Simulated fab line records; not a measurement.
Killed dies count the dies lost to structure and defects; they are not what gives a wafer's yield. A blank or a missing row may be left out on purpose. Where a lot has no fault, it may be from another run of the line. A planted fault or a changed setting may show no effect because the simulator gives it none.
A sampling plan put to the test -- flow rit-cmos -- one line in one fab, 9 faults in these records, each fault weighed on the records of the lots it struck
The plan consists of the line's own looks: route steps at which the wafer is read by a gauge or an inspection but not changed. Where struck wafers have a number at a look and the file lists that look's usual mean and standard deviation on fault-free wafers, the look can be judged. Caught: the struck wafers' mean, at a look after the fault's first step, is 4 or more of those standard deviations (sigma) away from the usual mean. On the tool: here the same test is run on the tool's own readings at the fault's steps. A different recipe on the struck wafers counts as caught too, as does a record blank only for those wafers.

## THE FAULTS, as the simulator had put them in
1. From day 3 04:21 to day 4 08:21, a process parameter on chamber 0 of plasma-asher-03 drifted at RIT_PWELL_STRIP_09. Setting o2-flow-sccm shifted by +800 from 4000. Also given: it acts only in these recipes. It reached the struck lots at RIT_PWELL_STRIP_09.
2. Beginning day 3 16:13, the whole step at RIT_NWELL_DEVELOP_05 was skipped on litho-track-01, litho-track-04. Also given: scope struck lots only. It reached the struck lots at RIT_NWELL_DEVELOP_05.
3. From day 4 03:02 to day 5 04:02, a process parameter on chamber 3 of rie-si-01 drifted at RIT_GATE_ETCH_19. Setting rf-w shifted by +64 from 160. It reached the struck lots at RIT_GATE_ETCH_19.
4. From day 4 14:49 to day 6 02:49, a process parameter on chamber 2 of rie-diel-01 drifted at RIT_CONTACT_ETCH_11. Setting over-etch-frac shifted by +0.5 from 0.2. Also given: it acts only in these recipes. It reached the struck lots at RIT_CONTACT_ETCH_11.
5. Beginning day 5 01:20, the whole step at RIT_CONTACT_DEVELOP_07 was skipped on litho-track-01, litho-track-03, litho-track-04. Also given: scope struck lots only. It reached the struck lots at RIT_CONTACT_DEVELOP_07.
6. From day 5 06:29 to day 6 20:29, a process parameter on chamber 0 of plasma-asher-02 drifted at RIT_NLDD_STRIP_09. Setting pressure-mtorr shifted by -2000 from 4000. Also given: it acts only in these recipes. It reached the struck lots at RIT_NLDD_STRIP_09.
7. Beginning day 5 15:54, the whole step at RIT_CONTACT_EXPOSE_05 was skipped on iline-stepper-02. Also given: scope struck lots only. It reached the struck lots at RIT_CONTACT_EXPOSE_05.
8. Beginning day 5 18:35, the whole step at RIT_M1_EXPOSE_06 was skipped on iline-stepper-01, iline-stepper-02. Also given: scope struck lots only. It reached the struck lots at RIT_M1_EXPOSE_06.
9. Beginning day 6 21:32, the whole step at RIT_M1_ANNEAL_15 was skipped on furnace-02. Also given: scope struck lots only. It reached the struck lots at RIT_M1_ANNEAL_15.

## WHAT THE PLAN SAW
fault,on the tool itself,first look that catches it,"reading, sigma",median hours from its first step to that look,hours from the fault's start to the first struck lot there,judged looks passed uncaught
1,o2-flow-sccm +66 sigma,no look after it can be judged,-,-,-,0
2,the tool's record is blank for the struck wafers,no look after it can be judged,-,-,-,0
3,rf-fwd-power-W +99 or beyond sigma,no look after it can be judged,-,-,-,0
4,under 2 sigma,no look after it can be judged,-,-,-,0
5,the tool's record is blank for the struck wafers,no look after it can be judged,-,-,-,0
6,chamber-pressure-mTorr -99 or beyond sigma,no look after it can be judged,-,-,-,0
7,no reading that can be judged,no look after it can be judged,-,-,-,0
8,no reading that can be judged,no look after it can be judged,-,-,-,0
9,the tool's record is blank for the struck wafers,no look after it can be judged,-,-,-,0
A dash: this means the fault isn't caught or the number doesn't appear in these records.

Caught at a look: 0 of 9. Caught on the tool: 6 of 9. By one or the other: 6 of 9.
Faults 1, 2, 3, 5, 6, 9 were caught on the tool alone.
Caught by neither: faults 4, 7, 8.
